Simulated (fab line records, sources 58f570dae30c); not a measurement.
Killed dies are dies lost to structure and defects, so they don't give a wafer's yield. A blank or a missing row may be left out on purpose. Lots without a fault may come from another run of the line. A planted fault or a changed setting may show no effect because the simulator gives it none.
A struck lot beside a sound one | flow berkeley_cmos170 | 44 steps out of a route of 331
Sound: wafers L926.3, L926.4, L926.5. Struck: wafers L933.1, L933.3, L933.5. The cause comes at the end.
At each step with rows: each side's tool, then ch and its chambers, then its first start. Under that, the readings that differ: sound wafers | struck wafers | difference of the means | sigmas: that difference in standard deviations of wafers without a fault.
alike: readings whose means differ by less than 2 such deviations, and words and numbers that are the same on both sides. not compared: withheld readings, readings that some wafer has no value for, bounds like >300 that may hide the same value, and numbers for which the record gives no deviation and whose values overlap.
The two part at a step that has a row with sigmas, a row that says differs or no value, or rows on one side only. Numbers that don't overlap but have no deviation are shown without sigmas and don't part them. A reading that every wafer of one side lacks parts them only if that side has two wafers or more.

first, 1 step without rows for these wafers: UCB170_PLDD_STRIP_10 (strips in O2).
UCB170_PLDD_TW_MEAS_11:
  sound on film_metro-03, day 7 06:53; struck on film_metro-03, day 10 03:38
  alike: PLDD_TW
then, 7 steps without rows for these wafers: UCB170_PLDD_CLEAN_12 (cleans in SPM, time 600 s); UCB170_NLDD_HMDS_00 (prime time 60 s); UCB170_NLDD_COAT_01 (resist thk 900 nm); UCB170_NLDD_SOFTBAKE_02 (time 60 s); UCB170_NLDD_EXPOSE_03 (exposes mask NSELECT, target cd 1200 nm); UCB170_NLDD_PEB_04; UCB170_NLDD_DEVELOP_05 (develop time 45 s).
UCB170_NLDD_CD_MEAS_06: target cd 1200 nm.
  sound on cd_sem-02, day 7 08:23; struck on cd_sem-01, day 10 05:31
  alike: cd_nm
UCB170_NLDD_OVL_MEAS_07:
  sound on overlay-01, day 7 08:29; struck on overlay-02, day 10 05:38
  alike: NLDD_OVL
then, 1 step without rows for these wafers: UCB170_NLDD_IMPLANT_08.
UCB170_NLDD_IMPLANT_09:
  sound on implanter-02 ch 0, day 7 08:43; struck on implanter-02 ch 0, day 10 05:50
  reading            | sound                         | struck                        | difference | sigmas
  dose_ions_cm2      | 4.996e+13 5.003e+13 5.005e+13 | 4.064e+13 4.064e+13 4.066e+13 | -9.367e+12 | -99 or more
  faraday_current_uA | 163 157 162                   | 127 127 127                   | -34        | -11
UCB170_NLDD_STRIP_10: strips in O2.
  sound on plasma_asher-02 ch 0,1, day 7 08:50; struck on plasma_asher-04 ch 0,1, day 10 05:59
  alike: drypump_motor_current_A, oes_product_au, strip_time_to_endpoint_s
  not compared: rf_hours_counter_h
UCB170_NLDD_TW_MEAS_11:
  sound on film_metro-03, day 7 08:56; struck on film_metro-02, day 10 06:05
  reading | sound          | struck         | difference | sigmas
  NLDD_TW | 2229 2234 2232 | 2141 2146 2142 | -89        | -6
then, 1 step without rows for these wafers: UCB170_NLDD_CLEAN_12 (cleans in SPM, time 600 s).
UCB170_SPACER_CVD_00: deposits SiO2 from TEOS/O2, target thk 376 nm, time 47 s.
  sound on pecvd-02 ch 0,2, day 7 09:08; struck on pecvd-01 ch 0,1, day 10 06:19
  alike: heater_power_w
  not compared: since_wet_clean_h
UCB170_SPACER_THK_MEAS_01:
  sound on film_metro-03, day 7 09:12; struck on film_metro-04, day 10 06:22
  alike: SPACER_TEOS_THK
then, 1 step without rows for these wafers: UCB170_SPACER_ANNEAL_02 (time 1800 s).
UCB170_SPACER_ETCHBACK_03: etches SiO2 in CHF3/CF4/Ar, stops on Si, target depth 376 nm, time 100 s.
  sound on rie_diel-01 ch 0,1,3, day 7 16:24; struck on rie_diel-04 ch 0,1,2, day 10 11:19
  alike: drypump_motor_current_A, oes_product_au, throttle_valve_pct
  not compared: rf_hours_counter_h
then, 6 steps without rows for these wafers: UCB170_PSD_HMDS_00 (prime time 60 s); UCB170_PSD_COAT_01 (resist thk 900 nm); UCB170_PSD_SOFTBAKE_02 (time 60 s); UCB170_PSD_EXPOSE_03 (exposes mask PSELECT MOD, target cd 1200 nm); UCB170_PSD_PEB_04; UCB170_PSD_DEVELOP_05 (develop time 45 s).
UCB170_PSD_CD_MEAS_06: target cd 1200 nm.
  sound on cd_sem-02, day 7 17:34; struck on cd_sem-01, day 10 13:23
  alike: cd_nm
UCB170_PSD_OVL_MEAS_07:
  sound on overlay-02, day 7 17:40; struck on overlay-01, day 10 13:31
  alike: PSD_OVL
then, 1 step without rows for these wafers: UCB170_PSD_IMPLANT_08.
UCB170_PSD_STRIP_09: strips in O2.
  sound on plasma_asher-01 ch 0,1, day 7 17:52; struck on plasma_asher-01 ch 1, day 10 13:42
  alike: drypump_motor_current_A, oes_product_au, strip_time_to_endpoint_s
  not compared: rf_hours_counter_h
UCB170_PSD_TW_MEAS_10:
  sound on film_metro-02, day 7 17:58; struck on film_metro-01, day 10 13:48
  alike: PSD_TW
then, 7 steps without rows for these wafers: UCB170_PSD_CLEAN_11 (cleans in SPM, time 600 s); UCB170_NSD_HMDS_00 (prime time 60 s); UCB170_NSD_COAT_01 (resist thk 900 nm); UCB170_NSD_SOFTBAKE_02 (time 60 s); UCB170_NSD_EXPOSE_03 (exposes mask NSELECT MOD, target cd 1200 nm); UCB170_NSD_PEB_04; UCB170_NSD_DEVELOP_05 (develop time 45 s).
UCB170_NSD_CD_MEAS_06: target cd 1200 nm.
  sound on cd_sem-02, day 7 19:13; struck on cd_sem-01, day 10 15:58
  alike: cd_nm
UCB170_NSD_OVL_MEAS_07:
  sound on overlay-01, day 7 19:19; struck on overlay-01, day 10 16:05
  alike: NSD_OVL
then, 1 step without rows for these wafers: UCB170_NSD_IMPLANT_08.
UCB170_NSD_STRIP_09: strips in O2.
  sound on plasma_asher-03 ch 0,1, day 7 19:31; struck on plasma_asher-04 ch 0,1, day 10 16:17
  reading                      | sound             | struck            | difference | sigmas
  strip_time_to_endpoint_s (s) | 35.94 35.91 35.89 | 35.67 35.69 35.73 | -0.22      | -3
  alike: drypump_motor_current_A, oes_product_au
  not compared: rf_hours_counter_h
UCB170_SDANNEAL_RS_MEAS_05: measures by four-point-probe.
  sound on film_metro-02, day 7 21:16; struck on film_metro-01, day 10 17:59
  reading          | sound             | struck            | difference | sigmas
  NLDD_RS (ohm/sq) | 616.8 617.9 618.3 | 655.5 657.5 656.8 | +38.9      | +28
UCB170_M3_PROBE_99:
  the record has rows for the sound wafers here (prober-02, day 8 17:16) and none for the struck ones

WHERE THEY PART
First at UCB170_NLDD_IMPLANT_09; last, within this record, at UCB170_M3_PROBE_99.

WHY: what the simulator had put in
Process parameter drift: implanter-02, from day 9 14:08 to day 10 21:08, at UCB170_NLDD_IMPLANT_09. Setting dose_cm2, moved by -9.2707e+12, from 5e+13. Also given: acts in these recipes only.
